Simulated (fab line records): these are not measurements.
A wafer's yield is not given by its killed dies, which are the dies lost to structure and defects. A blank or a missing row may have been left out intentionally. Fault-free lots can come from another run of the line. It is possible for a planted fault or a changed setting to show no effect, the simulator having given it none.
Which tool is to blame? ; flow berkeley cmos170 ; 13 lots, 39 wafers sampled, at 3 steps of a route of 331

## WHAT EACH GAUGE READ, for each wafer
UCB170_M1_RS_MEAS_01: the measuring method here is four-point-probe. Usual: for M1_AL_RS the level is 0.0485 ohm/sq and the standard deviation is 0.00047.
lot;measured;on;M1_AL_RS (ohm/sq);flag
L887;day 6 23:10;film metro-03;0.0491 0.0485 0.0484;
L886;day 7 00:19;film metro-04;0.0491 0.0486 0.0489;
L888;day 7 01:49;film metro-04;0.0483 0.0488 0.0483;
L891;day 7 14:53;film metro-03;0.0484 0.0485 0.0480;
L892;day 7 15:05;film metro-04;0.0482 0.0485 0.0484;
L894;day 8 05:27;film metro-01;0.0486 0.0480 0.0482;
L893;day 8 02:26;film metro-01;0.0485 0.0485 0.0483;
L896;day 8 22:32;film metro-04;0.0482 0.0477 0.0487;
L899;day 9 08:52;film metro-01;0.0489 0.0485 0.0488;
L900;day 10 00:26;film metro-04;0.0484 0.0486 0.0478;
L902;day 10 00:57;film metro-03;0.0478 0.0483 0.0480;
L907;day 11 07:17;film metro-03;0.0480 0.0480 0.0483;
L909;day 11 23:47;film metro-01;0.0485 0.0483 0.0484;

## EACH LOT AND THE TOOL THAT RAN IT (in order: tool; ch and the chambers of the sampled wafers; start)
lot;UCB170_GATE_STRIP_16;UCB170_SDANNEAL_RTA_00
L887;plasma asher-04 ch 0,1, day 6 00:05;rtp anneal-01 ch 0, day 6 17:31
L886;plasma asher-04 ch 0,1, day 6 00:15;rtp anneal-02 ch 0, day 6 17:55
L888;plasma asher-03 ch 0,1, day 6 06:34;rtp anneal-01 ch 0, day 6 20:05
L891;plasma asher-02 ch 0,1, day 6 13:55;rtp anneal-01 ch 0, day 7 07:28
L892;plasma asher-04 ch 0,1, day 6 14:09;rtp anneal-01 ch 0, day 7 08:01
L894;plasma asher-02 ch 0,1, day 7 07:58;rtp anneal-02 ch 0, day 7 20:55
L893;plasma asher-04 ch 0,1, day 7 08:13;rtp anneal-01 ch 0, day 7 20:48
L896;plasma asher-04 ch 0,1, day 8 02:48;rtp anneal-01 ch 0, day 8 15:16
L899;plasma asher-02 ch 0,1, day 8 11:27;rtp anneal-01 ch 0, day 9 02:30
L900;plasma asher-04 ch 0,1, day 9 05:49;rtp anneal-02 ch 0, day 9 18:46
L902;plasma asher-03 ch 0,1, day 9 05:54;rtp anneal-01 ch 0, day 9 19:13
L907;plasma asher-03 ch 0,1, day 10 09:39;rtp anneal-01 ch 0, day 10 22:35
L909;plasma asher-03 ch 0, day 11 01:09;rtp anneal-02 ch 0, day 11 15:24
- UCB170_GATE_STRIP_16: strips in O2.
- UCB170_SDANNEAL_RTA_00: time 10 s.

## WHAT THE TOOLS THEMSELVES READ (means of the sampled wafers that have a number; where no wafer has one, the mark that the record gives instead)
UCB170_GATE_STRIP_16. Usual: drypump motor current A 5.6 A, standard deviation 0.35; oes product au 0.725 a.u., standard deviation 0.0042.
lot;tool;drypump motor current A (A);oes product au (a.u.);flag
L887;plasma asher-04;5.6;0.724;
L886;plasma asher-04;5.9;0.719;
L888;plasma asher-03;5.5;0.726;
L891;plasma asher-02;5.3;0.724;
L892;plasma asher-04;5.9;0.726;
L894;plasma asher-02;5.5;0.723;
L893;plasma asher-04;5.6;0.727;
L896;plasma asher-04;5.9;0.726;
L899;plasma asher-02;5.3;0.723;
L900;plasma asher-04;5.9;0.723;
L902;plasma asher-03;5.6;0.725;
L907;plasma asher-03;5.6;0.727;
L909;plasma asher-03;5.6;0.727;

UCB170_SDANNEAL_RTA_00. Usual: lamp power pct 24.6 %, standard deviation 0.8; wafer_temp_C_max 904.4, standard deviation 1.9.
lot;tool;lamp power pct (%);wafer_temp_C_max;flag
L887;rtp anneal-01;23.9;906.2;
L886;rtp anneal-02;25.5;902.5;
L888;rtp anneal-01;23.9;905.4;
L891;rtp anneal-01;23.9;905.8;
L892;rtp anneal-01;23.9;907.0;
L894;rtp anneal-02;25.5;902.4;
L893;rtp anneal-01;23.8;906.1;
L896;rtp anneal-01;23.9;905.4;
L899;rtp anneal-01;23.9;906.2;
L900;rtp anneal-02;25.4;902.9;
L902;rtp anneal-01;23.8;906.5;
L907;rtp anneal-01;23.9;905.7;
L909;rtp anneal-02;25.5;902.0;

## THE ANSWER, worked out from the rows above alone
Rule: a lot counts as off when the mean over its wafers that have a number is more than 3 standard deviations away from the usual mean. Also off: a lot with no number at a reading for which 4 or more lots have one. The other lots that the step has rows for count as sound. The gauges are gone through in route order, then the tools' own readings, and for those a lot's mean is taken as printed above. The first step at which some lot is off is used, and at that step the reading that is off furthest; a lot without a number counts as furthest.
Across all readings shown, no lot is off: no conclusion can be drawn from this.

## WHAT THE SIMULATOR PUT IN
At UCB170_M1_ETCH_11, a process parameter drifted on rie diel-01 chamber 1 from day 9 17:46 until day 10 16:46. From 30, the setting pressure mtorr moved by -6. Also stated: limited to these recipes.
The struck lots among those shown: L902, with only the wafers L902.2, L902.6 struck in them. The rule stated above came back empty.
